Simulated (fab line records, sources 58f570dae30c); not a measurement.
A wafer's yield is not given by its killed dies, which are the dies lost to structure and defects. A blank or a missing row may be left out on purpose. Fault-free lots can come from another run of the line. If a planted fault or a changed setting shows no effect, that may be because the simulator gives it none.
8D (eight disciplines) problem report, filled in by code ; flow berkeley-cmos170 ; the parts of the form that need people (team, actions taken, sign-off) are left out

== 1. WHAT WENT WRONG ==
Wafers without a fault read 1500.0 rpm, standard deviation 0.9; spin-speed-rpm at UCB170_M1_COAT_04 reads a mean of 1346.9 rpm on 6 wafers belonging to 2 lots. That is -99 or more standard deviations from the usual mean.
The step: resist thk 900 nm.
First seen on wafer L416.1, day 10 17:00, on litho-track-04. Wafers with a number at this step in the record: 42, from 14 lots. Rule for "out" (also "out of limits"): further than 4 standard deviations from the usual mean. All remaining wafers that have a number are taken as sound.

== 2. WHAT IT IS; WHAT IT IS NOT ==
question;is;is not
which readings at this step;spin-speed-rpm;-
which lots;L416, L417;L401, L402, L404, L405, L406, L408, L409, L410, L411, L412, L414, L421
which wafers of those lots;all that have a number;-
read on which tools;litho-track-04;litho-track-01, litho-track-03
when;from day 10 17:00;"up to then (33 sound wafers); but 3 sound wafers of L421 came after"

== 3. SUSPECTS, AND WHAT RULES EACH OUT ==
Counting: a tool at a process step up to the reading stays a suspect if it ran every lot that is out and no sound lot after the first of them.
- litho-track-04 at UCB170_M1_COAT_04 (resist thk 900 nm): kept. Every lot that is out went through it, starting with L416 (day 10 17:00), and after that it ran no sound lot; the last sound lot it ran before then is L411 (day 9 23:00). Out on those wafers are its own readings of spin-speed-rpm.
After counting, what remains is litho-track-04 at UCB170_M1_COAT_04.

== 4. THE CAUSE (what the simulator had put in) ==
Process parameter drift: litho-track-04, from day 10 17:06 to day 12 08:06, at UCB170_M1_COAT_04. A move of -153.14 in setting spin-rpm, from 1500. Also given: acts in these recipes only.
Counting left only this tool.

== 5. THE CHAIN OF EFFECTS, in route order ==
One row per reading whose mean, taken over the struck wafers that have a number, lies over 3 standard deviations from the usual. Scope: only readings with a usual standard deviation given in the record; hours: median across lots of the time from each lot's start at the first step in this table that gives one to its start at this step; sigmas: change in usual standard deviations.
hours;step;reading;usual;on struck wafers;change;sigmas
0;UCB170_M1_COAT_04;spin-speed-rpm;1500.0 rpm;1346.9;-153.1;-99 or more
Here are the process steps it includes:
- UCB170_M1_COAT_04: resist thk 900 nm.

== 6. HOW IT WOULD HAVE BEEN CAUGHT EARLIER ==
In this record the first reading out of limits was taken at day 10 17:00.
